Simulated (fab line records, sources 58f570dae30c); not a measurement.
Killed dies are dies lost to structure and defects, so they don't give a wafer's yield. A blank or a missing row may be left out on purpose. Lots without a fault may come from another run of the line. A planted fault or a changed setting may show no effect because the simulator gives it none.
Problem report in the 8D (eight disciplines) form, filled by code | flow berkeley_cmos170 | the parts of the form that need people (team, actions taken, sign-off) are left out

1. THE PROBLEM
cd_nm at UCB170_ACTIVE_CD_MEAS_13 reads a mean of 1185.5 nm on 6 wafers of 2 lots; wafers without a fault read 1199.8 nm with a standard deviation of 1.8. That is -7.9 standard deviations from the usual mean.
The step: target cd 1200 nm.
First seen on wafer L289.1, day 5 12:15, on cd_sem-02. The record holds 39 wafers of 13 lots with a number at this step. Rule for "out", or "out of limits": more than 4 standard deviations from the usual mean. The other wafers with a number count as sound.

2. WHAT IT IS AND WHAT IT IS NOT
question                    | is                     | is not
which readings at this step | cd_nm                  | -
which lots                  | L289, L290             | L283, L284, L285, L287, L292, L298, L300, L302, L304, L305, L306
which wafers of those lots  | all that have a number | -
read on which gauges        | cd_sem-01, cd_sem-02   | -
when                        | from day 5 12:15       | up to then (12 sound wafers); but 21 sound wafers of L292, L298, L300, L302, L304, L305, L306 came after

3. SUSPECTS, AND WHAT RULES EACH OUT
Counting: a tool at a process step up to the reading stays a suspect if it ran every lot that is out and no sound lot after the first of them.
- the gauge at UCB170_ACTIVE_CD_MEAS_13: ruled out. The wafers that are out were read on 2 gauges (cd_sem-01, cd_sem-02).
- plasma_asher-03 at UCB170_PWELL_STRIP_16 (strips in O2): ruled out as a lasting fault. Sound lots L292, L305 ran on it after its first lot that is out, L289 (day 4 11:05).
- litho_track-04 at UCB170_ACTIVE_SOFTBAKE_09 (time 60 s): kept. It ran every lot that is out, first L289 (day 5 11:22), and no sound lot after that; its last sound lot up to then is L287 (day 4 20:41). Its own readings are out on those wafers: heater_power_total_W, plate_temp_C.
Left after counting: litho_track-04 at UCB170_ACTIVE_SOFTBAKE_09.

4. THE CAUSE (what the simulator had put in)
Process parameter drift: litho_track-04, from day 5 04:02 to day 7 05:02, at UCB170_ACTIVE_SOFTBAKE_09. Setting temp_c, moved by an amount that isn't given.
Counting left only this tool.

5. THE CHAIN OF EFFECTS, in route order
Each row: a reading whose mean over the struck wafers that have a number lies more than 3 standard deviations from the usual. Only readings for which the record gives a usual standard deviation are gone through. hours: the time from each lot's start at the first step in this table that gives one to its start at this step, as a median over the lots. sigmas: the change in usual standard deviations.
hours | step                      | reading              | usual     | on struck wafers | change | sigmas
0     | UCB170_ACTIVE_SOFTBAKE_09 | heater_power_total_W | 56.80 W   | 59.17            | +2.37  | +58
0     | UCB170_ACTIVE_SOFTBAKE_09 | plate_temp_C         | 130.03 C  | 134.13           | +4.10  | +27
1     | UCB170_ACTIVE_CD_MEAS_13  | cd_nm                | 1199.8 nm | 1185.5           | -14.3  | -7.9
The process steps in it:
- UCB170_ACTIVE_SOFTBAKE_09: time 60 s.

6. WHAT WOULD HAVE CAUGHT IT SOONER
In this record the first reading out of limits at a measuring or inspecting step was taken at day 5 12:15, 8 hours after the fault began at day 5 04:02.
The tool's own readings at UCB170_ACTIVE_SOFTBAKE_09 were out on every struck wafer that the step has a row for (heater_power_total_W, plate_temp_C): an alarm limit on them would have fired on the first of those.
Of the lots that are out (2), L290 began UCB170_ACTIVE_SOFTBAKE_09 on litho_track-04 after day 5 12:15. A hold on the tool at that time would have spared it.
